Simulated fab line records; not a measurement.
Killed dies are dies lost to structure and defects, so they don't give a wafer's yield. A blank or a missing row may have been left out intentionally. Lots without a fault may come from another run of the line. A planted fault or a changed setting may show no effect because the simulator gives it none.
Which tool is to blame? || flow berkeley_cmos170 || 11 lots, 33 wafers sampled, at 4 steps of a route of 331

== WHAT THE GAUGES SHOWED, per wafer ==
UCB170_PVT_TW_MEAS_09.
{"lot": "L626", "measured": "day 5 17:58", "on": "film_metro-01", "PVT_TW": "504 503 503"}
{"lot": "L628", "measured": "day 5 20:24", "on": "film_metro-01", "PVT_TW": "500 503 500"}
{"lot": "L627", "measured": "day 5 17:08", "on": "film_metro-02", "PVT_TW": "514 512 514"}
{"lot": "L634", "measured": "day 7 07:30", "on": "film_metro-01", "PVT_TW": "499 500 500"}
{"lot": "L636", "measured": "day 7 12:02", "on": "film_metro-02", "PVT_TW": "511 511 512"}
{"lot": "L638", "measured": "day 7 18:37", "on": "film_metro-04", "PVT_TW": "510 513 510"}
{"lot": "L641", "measured": "day 8 13:26", "on": "film_metro-01", "PVT_TW": "500 499 498"}
{"lot": "L645", "measured": "day 9 17:41", "on": "film_metro-04", "PVT_TW": "516 519 517"}
{"lot": "L646", "measured": "day 9 17:32", "on": "film_metro-01", "PVT_TW": "501 502 503"}
{"lot": "L648", "measured": "day 10 05:31", "on": "film_metro-04", "PVT_TW": "511 511 512"}
{"lot": "L649", "measured": "day 10 16:31", "on": "film_metro-01", "PVT_TW": "500 500 500"}

== WHAT TOOL EACH LOT RAN ON (gives the tool, then ch and the chambers of the sampled wafers, and finally the start) ==
{"lot": "L626", "UCB170_PWELL_ETCH_14": "rie_diel-04 ch 0,1,2, day 2 21:59", "UCB170_ACTIVE_STRIP_16": "plasma_asher-02 ch 0,1, day 4 07:35", "UCB170_PVT_STRIP_08": "plasma_asher-03 ch 0,1, day 5 17:52"}
{"lot": "L628", "UCB170_PWELL_ETCH_14": "rie_diel-02 ch 0,1,2, day 3 05:30", "UCB170_ACTIVE_STRIP_16": "plasma_asher-04 ch 0,1, day 4 10:27", "UCB170_PVT_STRIP_08": "plasma_asher-01 ch 0,1, day 5 20:17"}
{"lot": "L627", "UCB170_PWELL_ETCH_14": "rie_diel-03 ch 0,2, day 3 05:49", "UCB170_ACTIVE_STRIP_16": "plasma_asher-02 ch 0, day 4 10:38", "UCB170_PVT_STRIP_08": "plasma_asher-01 ch 0,1, day 5 17:02"}
{"lot": "L634", "UCB170_PWELL_ETCH_14": "rie_diel-02 ch 1,2,3, day 4 12:52", "UCB170_ACTIVE_STRIP_16": "plasma_asher-02 ch 0,1, day 5 17:32", "UCB170_PVT_STRIP_08": "plasma_asher-03 ch 0,1, day 7 07:24"}
{"lot": "L636", "UCB170_PWELL_ETCH_14": "rie_diel-03 ch 0,1,2, day 5 02:19", "UCB170_ACTIVE_STRIP_16": "plasma_asher-02 ch 0,1, day 6 03:26", "UCB170_PVT_STRIP_08": "plasma_asher-01 ch 0,1, day 7 11:56"}
{"lot": "L638", "UCB170_PWELL_ETCH_14": "rie_diel-03 ch 0,1,3, day 5 09:41", "UCB170_ACTIVE_STRIP_16": "plasma_asher-04 ch 0,1, day 6 12:08", "UCB170_PVT_STRIP_08": "plasma_asher-03 ch 0,1, day 7 18:28"}
{"lot": "L641", "UCB170_PWELL_ETCH_14": "rie_diel-02 ch 1,2, day 5 21:41", "UCB170_ACTIVE_STRIP_16": "plasma_asher-02 ch 0,1, day 7 08:44", "UCB170_PVT_STRIP_08": "plasma_asher-04 ch 0,1, day 8 13:20"}
{"lot": "L645", "UCB170_PWELL_ETCH_14": "rie_diel-02 ch 0,2,3, day 7 00:34", "UCB170_ACTIVE_STRIP_16": "plasma_asher-02 ch 0,1, day 8 05:04", "UCB170_PVT_STRIP_08": "plasma_asher-01 ch 0,1, day 9 17:35"}
{"lot": "L646", "UCB170_PWELL_ETCH_14": "rie_diel-04 ch 1,2,3, day 7 00:38", "UCB170_ACTIVE_STRIP_16": "plasma_asher-04 ch 0,1, day 8 05:20", "UCB170_PVT_STRIP_08": "plasma_asher-04 ch 0,1, day 9 17:26"}
{"lot": "L648", "UCB170_PWELL_ETCH_14": "rie_diel-03 ch 1,2,3, day 7 20:49", "UCB170_ACTIVE_STRIP_16": "plasma_asher-01 ch 0,1, day 8 20:13", "UCB170_PVT_STRIP_08": "plasma_asher-04 ch 0,1, day 10 05:25"}
{"lot": "L649", "UCB170_PWELL_ETCH_14": "rie_diel-03 ch 1,3, day 8 02:49", "UCB170_ACTIVE_STRIP_16": "plasma_asher-01 ch 0,1, day 9 08:38", "UCB170_PVT_STRIP_08": "plasma_asher-04 ch 0,1, day 10 16:25"}
- UCB170_PWELL_ETCH_14: etches Si3N4 in CH3F/Ar/O2, stops on SiO2, target depth 242 nm, time 151 s.
- UCB170_ACTIVE_STRIP_16: strips in O2.
- UCB170_PVT_STRIP_08: strips in O2.

== THE ANSWER, worked out from the rows above alone ==
Rule: the usual values come from the lots themselves. The widest of any qualifying gaps counts: lots, ordered by their means at a reading, are off when they make up no more than a third of the lots, leave a main group of 4 or more, and stand apart from it by 3 or more times the standard deviation of that group's means. If all means in a main group match to the digits the tables above print for the reading, that group is not used. Also off: a lot with no number at a reading for which 4 or more lots have one. The other lots that the step has rows for count as sound.
Across all readings shown, no lot is off: no conclusion can be drawn from this.

== WHAT THE SIMULATOR HAD PUT IN ==
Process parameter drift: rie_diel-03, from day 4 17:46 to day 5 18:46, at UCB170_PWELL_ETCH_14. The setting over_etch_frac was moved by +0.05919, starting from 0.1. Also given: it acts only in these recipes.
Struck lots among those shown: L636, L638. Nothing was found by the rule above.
